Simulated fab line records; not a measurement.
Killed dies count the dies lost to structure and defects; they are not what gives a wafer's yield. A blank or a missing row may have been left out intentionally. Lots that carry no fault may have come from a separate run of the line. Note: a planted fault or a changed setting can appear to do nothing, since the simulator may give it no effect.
The tool behind it: which one?	flow berkeleyCmos170	Sampling: 14 lots, 42 wafers, 2 of 331 route steps

WHAT THE GAUGES SHOWED, per wafer
UCB170_PVT_TW_MEAS_09.
lot	measured	on	PVT_TW
L936	day 5 15:51	filmMetro-04	505 508 504
L935	day 5 15:53	filmMetro-02	510 511 514
L938	day 6 10:34	filmMetro-04	505 507 505
L939	day 6 23:37	filmMetro-02	516 517 519
L942	day 7 04:59	filmMetro-04	504 506 504
L943	day 7 12:49	filmMetro-02	514 515 516
L945	day 7 19:38	filmMetro-04	506 504 506
L948	day 8 10:04	filmMetro-04	511 508 505
L952	day 9 04:53	filmMetro-03	576 574 575
L951	day 9 05:10	filmMetro-03	514 518 516
L953	day 9 05:28	filmMetro-04	506 506 502
L957	day 9 23:47	filmMetro-03	516 518 516
L956	day 10 00:17	filmMetro-03	579 579 581
L958	day 10 05:17	filmMetro-02	508 512 508

EACH LOT AND THE TOOL THAT RAN IT (in order: tool; ch and the chambers of the sampled wafers; start)
lot	UCB170_PVT_IMPLANT_07
L936	implanter-03 ch 0, day 5 15:36
L935	implanter-01 ch 0, day 5 15:40
L938	implanter-04 ch 0, day 6 10:20
L939	implanter-01 ch 0, day 6 23:22
L942	implanter-04 ch 0, day 7 04:44
L943	implanter-01 ch 0, day 7 12:35
L945	implanter-04 ch 0, day 7 19:23
L948	implanter-01 ch 0, day 8 09:49
L952	implanter-01 ch 0, day 9 04:38
L951	implanter-03 ch 0, day 9 04:56
L953	implanter-04 ch 0, day 9 05:16
L957	implanter-04 ch 0, day 9 23:32
L956	implanter-01 ch 0, day 9 23:59
L958	implanter-03 ch 0, day 10 05:04
- UCB170_PVT_IMPLANT_07

AS READ BY THE TOOLS THEMSELVES (means over the sampled wafers that have a number; for cases with no such wafer, the mark the record gives instead)
UCB170_PVT_IMPLANT_07.
lot	tool	doseIonsCm2	endStationPressureTorr (Torr)	faradayCurrentUA
L936	implanter-03	1.9982e+12	5.15e-06	6.21
L935	implanter-01	1.9985e+12	4.83e-06	6.41
L938	implanter-04	1.9991e+12	5.16e-06	6.32
L939	implanter-01	2.0029e+12	5.02e-06	6.46
L942	implanter-04	2.0002e+12	5.08e-06	6.27
L943	implanter-01	2.0021e+12	4.93e-06	6.37
L945	implanter-04	2.0000e+12	5.13e-06	6.34
L948	implanter-01	1.9987e+12	4.99e-06	6.35
L952	implanter-01	2.8292e+12	5.01e-06	8.97
L951	implanter-03	1.9974e+12	5.13e-06	6.31
L953	implanter-04	2.0000e+12	4.87e-06	6.45
L957	implanter-04	2.0008e+12	5.15e-06	6.26
L956	implanter-01	2.8281e+12	4.98e-06	8.91
L958	implanter-03	1.9980e+12	5.24e-06	6.37

THE ANSWER, worked out from the rows above alone
Rule: usual is defined by the lots themselves. The widest of any qualifying gaps counts: lots, ordered by their means at a reading, are off when they make up no more than a third of the lots, leave a main group of 4 or more, and stand apart from it by 3 or more times the standard deviation of that group's means. A main group whose means are all the same, to the digits that the tables above print for the reading, isn't used. A lot without any number at a reading at which 4 lots or more have one is off too. Where the step has rows for the other lots, those lots are counted as sound. After the gauges, taken in route order, come the tools' own readings; for these a lot's mean is taken, as printed above. The first step at which some lot is off is used, and at that step the reading that is off furthest; a lot without a number counts as furthest.
Off: L952, L956, seen at UCB170_PVT_TW_MEAS_09 (PVT_TW). Main group: mean 510, sd 4.9.
A tool fits if, at a process step before that reading, it ran every lot that is off, and no sound lot after the first of them. The gauges at UCB170_PVT_TW_MEAS_09 aren't tried: what is off there is off at UCB170_PVT_IMPLANT_07 too, on other tools, and a gauge's error can't cause that. One fits: UCB170_PVT_IMPLANT_07 on implanter-01. A fault onset in the window from L948 (day 8 09:49, its last sound lot) to L952 (day 9 04:38, its first lot off) fits.
The tool's own readings at UCB170_PVT_IMPLANT_07 bear it out: on the lots that are off they differ by more than 5 times the standard deviation of the sound lots' means. doseIonsCm2 reads 2.8286e+12 there against 1.9997e+12 on the sound lots; faradayCurrentUA reads 8.94 there against 6.34 on the sound lots.

WHAT HAD BEEN PUT IN BY THE SIMULATOR
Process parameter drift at UCB170_PVT_IMPLANT_07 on implanter-01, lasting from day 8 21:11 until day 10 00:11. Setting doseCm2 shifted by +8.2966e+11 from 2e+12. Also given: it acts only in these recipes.
Lots struck among those shown: L952, L956. The rule above reached the same finding.
